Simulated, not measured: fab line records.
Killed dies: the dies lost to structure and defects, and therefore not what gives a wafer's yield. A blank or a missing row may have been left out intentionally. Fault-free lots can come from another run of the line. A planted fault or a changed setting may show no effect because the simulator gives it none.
fab line records	flow rit_cmos
[record] lots = 14	wafers = 42	last_day = 8
route steps=202 shown PLDD@122 M1@202
lots with no fault: from the same line, run without faults
start_h: the number of hours between the record's first day and the start of the first shown wafer of the lot	wait_h: hours from the lot's prior step to this one	" repeats the value in the row above	L1.1+2: several wafers, shown together as one row	- either no value or no given start	* or withheld: withheld	< > ~ a bound
route shown NAME@n: NAME is a module with steps in the file, n the number in the route of the first one	usual: mean/standard deviation of fault-free wafers	same: alike in all rows	chamber/n: place in a boat	sites: each site's reading	_std_site: standard deviation of those values	_edge_site: inner sites' mean taken away from outer sites' mean	radius_mm: for every site, how far away it sits from the centre of the wafer	mask NAME#n: copy n	behind: the last tool/chamber to shape the wafer	hold: cause of the lot's hold/its duration in hours/its outcome	device: the transistor (n, p or np) that didn't switch	end of line: at the end of the route, the tests of the same wafers	where a step has no rows: the recipe by itself	killed: dies that structure and defects cost at the first sort, which is not the same as the wafer's yield	map: dies across one wafer; x = killed, . = not, _ = none there
set.NAME: the setting the step ran with; set.NAME@STEP: the setting that earlier step ran with	model.NAME: the simulator's own value behind a step, which no gauge read
steps of the route over a sample of lots; a table a step, a row a wafer
services: a tool's chamber out of use, with start hour (start_h, from the record's first day; less than 0 if before it), hours out, and reason
[[steps]]
[step RIT_PLDD_IMPLANT_08]
[recipe] species = BF2	energy_kev = 20	dose_cm2 = 9e+14	tilt_deg = 7
[usual] dose_ions_cm2 = 9.002e+14/8.7e+11	end_station_pressure_torr = 7.2e-06/3.5e-07	faraday_current_uA = 2820/58	tilt_deg = 7.003/0.021
lot.wafer	tool	chamber	start_h	wait_h	dose_ions_cm2	end_station_pressure_torr	faraday_current_uA	tilt_deg
L959.1	implanter-03	0	54.03	0.1	8.993e+14	7.2e-06	2822	6.973
L959.4	"	0	"	"	8.999e+14	7.3e-06	2809	6.970
L959.5	"	0	"	"	8.991e+14	6.5e-06	2851	7.015
L960.1	implanter-01	0	58.64	0.1	9.001e+14	7.5e-06	2744	6.984
L960.2	"	0	"	"	9.017e+14	8e-06	2841	7.002
L960.4	"	0	"	"	9.003e+14	6.9e-06	2848	7.013
L961.1	implanter-04	0	63.89	0.1	9.008e+14	7.8e-06	2840	6.997
L961.2	"	0	"	"	8.981e+14	7.2e-06	2786	7.003
L961.3	"	0	"	"	8.99e+14	7.3e-06	2828	7.008
L962.2	implanter-01	0	69.66	0.1	9.006e+14	7.1e-06	2796	6.991
L962.3	"	0	"	"	8.995e+14	7e-06	2844	7.006
L962.5	"	0	"	"	8.997e+14	6.7e-06	2750	6.975
L963.1	implanter-04	0	76.34	0.1	9e+14	7.2e-06	2763	6.975
L963.3	"	0	"	"	8.988e+14	7.1e-06	2861	7.004
L963.6	"	0	"	"	8.995e+14	6.8e-06	2785	6.971
L964.4	implanter-01	0	78.87	0.1	8.999e+14	7.5e-06	2745	6.984
L964.5	"	0	"	"	9.018e+14	7.5e-06	2803	6.967
L964.6	"	0	"	"	9.007e+14	7.4e-06	2793	6.968
L965.1	implanter-01	0	82.75	0.1	9.005e+14	7.8e-06	2787	6.985
L965.4	"	0	"	"	9.002e+14	7e-06	2842	6.984
L965.6	"	0	"	"	9.002e+14	7.1e-06	2815	7.007
L966.3	implanter-04	0	90.42	0.1	9e+14	7.5e-06	2911	7.015
L966.5	"	0	"	"	8.982e+14	7.1e-06	2823	7.036
L966.6	"	0	"	"	9.006e+14	6.9e-06	2827	6.996
L971.3	implanter-04	0	108.64	0.1	9.001e+14	7.8e-06	2840	6.985
L971.4	"	0	"	"	9e+14	7.3e-06	2932	7.027
L971.5	"	0	"	"	9.004e+14	7.9e-06	2767	6.998
L974.1	implanter-01	0	124.33	0.1	2.711e+14	5.8e-06	861	6.979
L974.2	"	0	"	"	2.686e+14	5.6e-06	864	6.980
L974.3	"	0	"	"	2.697e+14	5.6e-06	858	6.983
L976.4	implanter-01	0	134.64	0.1	2.718e+14	5.9e-06	884	7.026
L976.5	"	0	"	"	2.713e+14	5.9e-06	854	7.006
L976.6	"	0	"	"	2.699e+14	5.5e-06	838	7.032
L977.1	implanter-04	0	137.91	0.1	9.014e+14	6.7e-06	2950	6.990
L977.2	"	0	"	"	9.002e+14	6.8e-06	2737	7.009
L977.5	"	0	"	"	8.994e+14	7.7e-06	2835	7.015
L981.3	implanter-03	0	161.53	0.1	9.011e+14	7.3e-06	2745	6.986
L981.4	"	0	"	"	9.001e+14	7.4e-06	2857	6.997
L981.6	"	0	"	"	9.005e+14	6.4e-06	2915	6.978
L982.2	implanter-03	0	168.64	0.1	9.003e+14	7e-06	2837	7.027
L982.4	"	0	"	"	9.003e+14	7.2e-06	2837	7.037
L982.5	"	0	"	"	9.009e+14	7.2e-06	2795	7.008
[step RIT_PLDD_TW_MEAS_10]
[usual] PLDD_TW = 2363/11
lot.wafer	tool	chamber	start_h	wait_h	hold	PLDD_TW
L959.1	film_metro-01	-	54.36	0.1	-	2359
L959.4	"	-	"	"	-	2358
L959.5	"	-	"	"	-	2369
L960.1	film_metro-01	-	58.96	0.1	-	2353
L960.2	"	-	"	"	-	2376
L960.4	"	-	"	"	-	2364
L961.1	film_metro-01	-	64.22	0.1	-	2359
L961.2	"	-	"	"	-	2360
L961.3	"	-	"	"	-	2363
L962.2	film_metro-01	-	69.97	0.1	-	2377
L962.3	"	-	"	"	-	2360
L962.5	"	-	"	"	-	2356
L963.1	film_metro-01	-	76.67	0.1	-	2374
L963.3	"	-	"	"	-	2379
L963.6	"	-	"	"	-	2371
L964.4	film_metro-02	-	79.15	0.1	-	2370
L964.5	"	-	"	"	-	2372
L964.6	"	-	"	"	-	2386
L965.1	film_metro-02	-	83.07	0.1	-	2372
L965.4	"	-	"	"	-	2377
L965.6	"	-	"	"	-	2363
L966.3	film_metro-02	-	90.72	0.1	-	2384
L966.5	"	-	"	"	-	2370
L966.6	"	-	"	"	-	2384
L971.3	film_metro-01	-	108.93	0.1	-	2362
L971.4	"	-	"	"	-	2362
L971.5	"	-	"	"	-	2354
L974.1	film_metro-02	-	124.66	0.1	await_dispo/0.2h/release	1683
L974.2	"	-	"	"	await_dispo/0.2h/release	1671
L974.3	"	-	"	"	await_dispo/0.2h/release	1682
L974.1	film_metro-02	-	124.88	0.2	-	1687
L974.2	"	-	"	"	-	1680
L974.3	"	-	"	"	-	1684
L976.4	film_metro-01	-	134.92	0.1	await_dispo/0.2h/release	1682
L976.5	"	-	"	"	await_dispo/0.2h/release	1686
L976.6	"	-	"	"	await_dispo/0.2h/release	1695
L976.4	film_metro-01	-	135.15	0.2	-	1689
L976.5	"	-	"	"	-	1683
L976.6	"	-	"	"	-	1695
L977.1	film_metro-01	-	138.23	0.1	-	2357
L977.2	"	-	"	"	-	2381
L977.5	"	-	"	"	-	2379
L981.3	film_metro-02	-	161.82	0.1	-	2346
L981.4	"	-	"	"	-	2347
L981.6	"	-	"	"	-	2369
L982.2	film_metro-01	-	168.95	0.1	-	2367
L982.4	"	-	"	"	-	2374
L982.5	"	-	"	"	-	2364
[step RIT_M1_PROBE_99]
[usual] defect_limited_yield = 97.4/1.2	killed_at_contacts = 0.0/0.23	killed_at_front_end = 7/3.1	killed_dies = 7/3.1	killed_open = 3.3/2	killed_short = 3.5/1.9	sort_bin_3_pad_short = 0.1/0.24	sort_bin_5_function = 1.5/0.84	sort_bin_6_memory = 0.9/0.62	sort_n_pass = 257/3.1	sort_yield_pct = 97.4/1.2
[same] gross_dies = 264	killed_at_M0_to_M3 = 0	killed_at_M4_up = 0	killed_at_back_side = 0	killed_at_other = 0
lot.wafer	tool	chamber	start_h	wait_h	defect_limited_yield[%]	killed_at_contacts	killed_at_front_end	killed_dies	killed_open	killed_short	sort_bin_3_pad_short[%]	sort_bin_5_function[%]	sort_bin_6_memory[%]	sort_n_pass	sort_yield_pct[%]
L959.1	prober-02	-	68.21	0.1	98.1	0	5	5	3	2	0	1.5	0.4	259	98.1
L959.4	prober-02	-	68.36	0.2	97.7	0	6	6	1	5	0.4	1.1	0.8	258	97.7
L959.5	prober-02	-	68.41	0.2	97.7	0	6	6	3	3	0	1.1	1.1	258	97.7
L960.1	prober-01	-	72.39	0.1	97.0	0	8	8	6	2	0	1.5	1.5	256	97.0
L960.2	prober-01	-	72.44	0.1	98.5	0	4	4	1	3	0.4	1.1	0	260	98.5
L960.4	prober-01	-	72.54	0.2	98.1	0	5	5	2	3	0	0.4	1.5	259	98.1
L961.1	prober-02	-	77.44	0.1	96.6	0	9	9	4	5	0.4	1.9	1.1	255	96.6
L961.2	prober-02	-	77.49	0.1	95.5	0	12	12	6	6	0	2.7	1.9	252	95.5
L961.3	prober-02	-	77.54	0.2	96.6	0	9	9	4	5	0.4	1.5	1.5	255	96.6
L962.2	prober-01	-	84.38	0.1	98.1	0	5	5	4	1	0	1.5	0.4	259	98.1
L962.3	prober-01	-	84.43	0.2	97.0	0	8	8	4	4	0	2.3	0.8	256	97.0
L962.5	prober-01	-	84.53	0.2	95.8	0	11	11	6	5	0	1.9	2.3	253	95.8
L963.1	prober-02	-	90.63	0.1	95.8	0	11	11	3	8	0.4	1.9	1.9	253	95.8
L963.3	prober-02	-	90.73	0.2	97.3	0	7	7	5	2	0	1.5	1.1	257	97.3
L963.6	prober-02	-	90.88	0.2	95.5	0	12	12	5	7	0	2.3	2.3	252	95.5
L964.4	prober-01	-	93.22	0.2	98.9	0	3	3	0	3	0	0.8	0.4	261	98.9
L964.5	prober-01	-	93.27	0.2	98.5	0	4	4	2	2	0.4	0.8	0.4	260	98.5
L964.6	prober-01	-	93.32	0.2	98.1	0	5	5	4	1	0	1.1	0.8	259	98.1
L965.1	prober-02	-	96.97	0.1	98.1	0	5	5	4	1	0	0.8	1.1	259	98.1
L965.4	prober-02	-	97.12	0.2	96.6	0	9	9	4	5	0.4	1.5	1.5	255	96.6
L965.6	prober-02	-	97.22	0.2	96.2	0	10	10	4	6	0.4	3.0	0.4	254	96.2
L966.3	prober-01	-	104.30	0.2	97.0	0	8	8	3	5	0	2.3	0.8	256	97.0
L966.5	prober-01	-	104.40	0.2	98.5	0	4	4	2	2	0	1.5	0	260	98.5
L966.6	prober-01	-	104.45	0.2	95.8	0	11	11	8	3	0	2.7	1.5	253	95.8
L971.3	prober-02	-	122.85	0.2	98.5	0	4	4	1	3	0	1.1	0.4	260	98.5
L971.4	prober-02	-	122.90	0.2	96.2	0	10	10	2	8	0	2.7	1.1	254	96.2
L971.5	prober-02	-	122.95	0.2	95.5	0	12	12	5	7	0.4	2.7	1.5	252	95.5
L977.1	prober-02	-	153.05	0.1	96.6	0	9	9	6	3	0	2.7	0.8	255	96.6
L977.2	prober-02	-	153.10	0.1	99.6	1	0	1	0	1	0.4	0	0	263	99.6
L977.5	prober-02	-	153.25	0.2	98.5	0	4	4	2	2	0.4	0.4	0.8	260	98.5
L981.3	prober-02	-	175.34	0.2	98.9	0	3	3	2	1	0	1.1	0	261	98.9
L981.4	prober-02	-	175.39	0.2	98.1	0	5	5	1	4	0	0.4	1.5	259	98.1
L981.6	prober-02	-	175.49	0.2	97.3	0	7	7	4	3	0	1.5	1.1	257	97.3
L982.2	prober-01	-	182.41	0.1	97.0	0	8	8	2	6	0.4	1.5	1.1	256	97.0
L982.4	prober-01	-	182.51	0.2	96.2	0	10	10	5	5	0	1.9	1.9	254	96.2
L982.5	prober-01	-	182.56	0.2	100.0	0	0	0	0	0	0	0	0	264	100.0
// killed by level:class
L959.1 FOX1:geometric_particle:open=1 GATE:geometric_particle:open=1 GATE:geometric_particle:short=1 SPACER:geometric_particle:short=1 SPACER:geometric_particle:open=1
L959.4 FOX1:geometric_particle:short=2 GATE:geometric_particle:short=2 FOX2:geometric_particle:short=1 GATE:geometric_particle:open=1
L959.5 FOX1:geometric_particle:short=3 FOX1:geometric_particle:open=1 FOX2:geometric_particle:open=1 GATE:geometric_particle:open=1
L960.1 GATE:geometric_particle:open=3 ACTIVE:geometric_particle:open=1 GATE:geometric_particle:short=1 REOX:geometric_particle:open=1 SILICIDE:geometric_particle:open=1 SILICIDE:geometric_particle:short=1
L960.2 SILICIDE:geometric_particle:short=2 GATE:geometric_particle:open=1 GATE:geometric_particle:short=1
L960.4 SILICIDE:geometric_particle:short=2 GATE:geometric_particle:open=1 REOX:geometric_particle:open=1 SPACER:geometric_particle:short=1
L961.1 GATE:geometric_particle:open=2 GATE:geometric_particle:short=2 SPACER:geometric_particle:short=2 SILICIDE:geometric_particle:open=2 REOX:geometric_particle:short=1
L961.2 REOX:geometric_particle:short=3 SPACER:geometric_particle:open=3 SILICIDE:geometric_particle:open=2 FOX1:geometric_particle:short=1 FOX1:geometric_particle:open=1 GATE:geometric_particle:short=1 SPACER:geometric_particle:short=1
L961.3 GATE:geometric_particle:open=4 GATE:geometric_particle:short=2 FOX1:geometric_particle:short=1 SPACER:geometric_particle:short=1 SILICIDE:geometric_particle:short=1
L962.2 SILICIDE:geometric_particle:open=2 FOX1:geometric_particle:open=1 GATE:geometric_particle:open=1 SILICIDE:geometric_particle:short=1
L962.3 REOX:geometric_particle:short=2 FOX1:geometric_particle:open=1 FOX2:geometric_particle:open=1 GATE:geometric_particle:short=1 GATE:geometric_particle:open=1 SPACER:geometric_particle:open=1 SPACER:geometric_particle:short=1
L962.5 GATE:geometric_particle:open=3 FOX1:geometric_particle:short=2 GATE:geometric_particle:short=1 REOX:geometric_particle:open=1 REOX:geometric_particle:short=1 SPACER:geometric_particle:short=1 SPACER:geometric_particle:open=1 SILICIDE:geometric_particle:open=1
L963.1 SILICIDE:geometric_particle:short=5 GATE:geometric_particle:short=2 REOX:geometric_particle:open=1 SPACER:geometric_particle:open=1 SPACER:geometric_particle:short=1 SILICIDE:geometric_particle:open=1
L963.3 GATE:geometric_particle:open=3 SPACER:geometric_particle:short=2 REOX:geometric_particle:open=1 SPACER:geometric_particle:open=1
L963.6 GATE:geometric_particle:short=5 SILICIDE:geometric_particle:short=2 SILICIDE:geometric_particle:open=2 ACTIVE:geometric_particle:open=1 REOX:geometric_particle:open=1 SPACER:geometric_particle:open=1
L964.4 GATE:geometric_particle:short=2 FOX1:geometric_particle:short=1
L964.5 GATE:geometric_particle:open=2 GATE:geometric_particle:short=1 SILICIDE:geometric_particle:short=1
L964.6 REOX:geometric_particle:open=2 SILICIDE:geometric_particle:open=2 GATE:geometric_particle:short=1
L965.1 GATE:geometric_particle:open=2 SILICIDE:geometric_particle:open=2 REOX:geometric_particle:short=1
L965.4 GATE:geometric_particle:open=2 SPACER:geometric_particle:open=2 FOX1:geometric_particle:short=1 FOX2:geometric_particle:short=1 GATE:geometric_particle:short=1 SPACER:geometric_particle:short=1 SILICIDE:geometric_particle:short=1
L965.6 SPACER:geometric_particle:short=2 FOX1:geometric_particle:open=1 FOX1:geometric_particle:short=1 GATE:geometric_particle:open=1 GATE:geometric_particle:short=1 REOX:geometric_particle:short=1 SPACER:geometric_particle:open=1 SILICIDE:geometric_particle:short=1
L966.3 FOX1:geometric_particle:short=2 GATE:geometric_particle:short=2 FOX1:geometric_particle:open=1 FOX2:geometric_particle:open=1 REOX:geometric_particle:short=1 REOX:geometric_particle:open=1
L966.5 FOX1:geometric_particle:short=1 GATE:geometric_particle:open=1 REOX:geometric_particle:open=1 SPACER:geometric_particle:short=1
L966.6 FOX1:geometric_particle:open=4 GATE:geometric_particle:open=3 REOX:geometric_particle:short=2 GATE:geometric_particle:short=1 SILICIDE:geometric_particle:open=1
L971.3 SILICIDE:geometric_particle:short=2 FOX1:geometric_particle:short=1 SPACER:geometric_particle:open=1
L971.4 GATE:geometric_particle:short=3 SILICIDE:geometric_particle:short=2 ACTIVE:geometric_particle:short=1 FOX1:geometric_particle:short=1 FOX2:geometric_particle:open=1 REOX:geometric_particle:open=1 REOX:geometric_particle:short=1
L971.5 REOX:geometric_particle:short=6 GATE:geometric_particle:open=3 ACTIVE:geometric_particle:open=1 FOX2:geometric_particle:open=1 GATE:geometric_particle:short=1
L977.1 FOX2:geometric_particle:open=3 GATE:geometric_particle:short=2 GATE:geometric_particle:open=2 FOX1:geometric_particle:short=1 SPACER:geometric_particle:open=1
L977.2 CONTACT:geometric_particle:short=1
L977.5 FOX2:geometric_particle:open=1 FOX2:geometric_particle:short=1 GATE:geometric_particle:open=1 GATE:geometric_particle:short=1
L981.3 GATE:geometric_particle:open=2 GATE:geometric_particle:short=1
L981.4 SILICIDE:geometric_particle:short=2 FOX1:geometric_particle:open=1 FOX2:geometric_particle:short=1 GATE:geometric_particle:short=1
L981.6 FOX1:geometric_particle:short=2 FOX2:geometric_particle:open=1 GATE:geometric_particle:open=1 SPACER:geometric_particle:open=1 SILICIDE:geometric_particle:open=1 SILICIDE:geometric_particle:short=1
L982.2 GATE:geometric_particle:short=3 FOX2:geometric_particle:open=2 FOX1:geometric_particle:short=1 FOX2:geometric_particle:short=1 REOX:geometric_particle:short=1
L982.4 FOX1:geometric_particle:open=3 FOX1:geometric_particle:short=2 FOX2:geometric_particle:open=2 GATE:geometric_particle:short=1 REOX:geometric_particle:short=1 SILICIDE:geometric_particle:short=1
[[services]]
tool	chamber	start_h	hours	kind
implanter-04	-	53.26	6.6	repair
implanter-03	-	56.98	3.0	pm
implanter-04	-	59.89	2.8	pm
implanter-01	-	74.24	4.2	repair
implanter-03	-	89.18	1.5	repair
implanter-03	-	142.11	2.8	repair
[[key]]
[first_sign] step = RIT_PLDD_IMPLANT_08	reading = dose_ions_cm2	direction = down	sigmas = 99+	usual = 9.002e+14	struck = 2.704e+14
[effect] step = RIT_PLDD_IMPLANT_08	reading = faraday_current_uA	direction = down	sigmas = 34	usual = 2820	struck = 860
[effect] step = RIT_PLDD_TW_MEAS_10	reading = visit	direction = added
[effect] step = RIT_PLDD_TW_MEAS_10	reading = PLDD_TW	direction = down	sigmas = 63	usual = 2363	struck = 1683
met_at RIT_PLDD_IMPLANT_08
struck_lots L974,L976
scrapped_behind RIT_PLDD_TW_MEAS_10 L974.1,L974.2,L974.3,L976.4,L976.5,L976.6
onset_between 82.75 124.33
[fault] kind = process_parameter_drift	tool = implanter-01	chamber = -	onset_h = 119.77	steps = RIT_PLDD_IMPLANT_08	channel = dose_cm2	offset = -6.3e+14	shape = step	end_h = 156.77	acts_in = these_recipes_only	stated = 9e+14
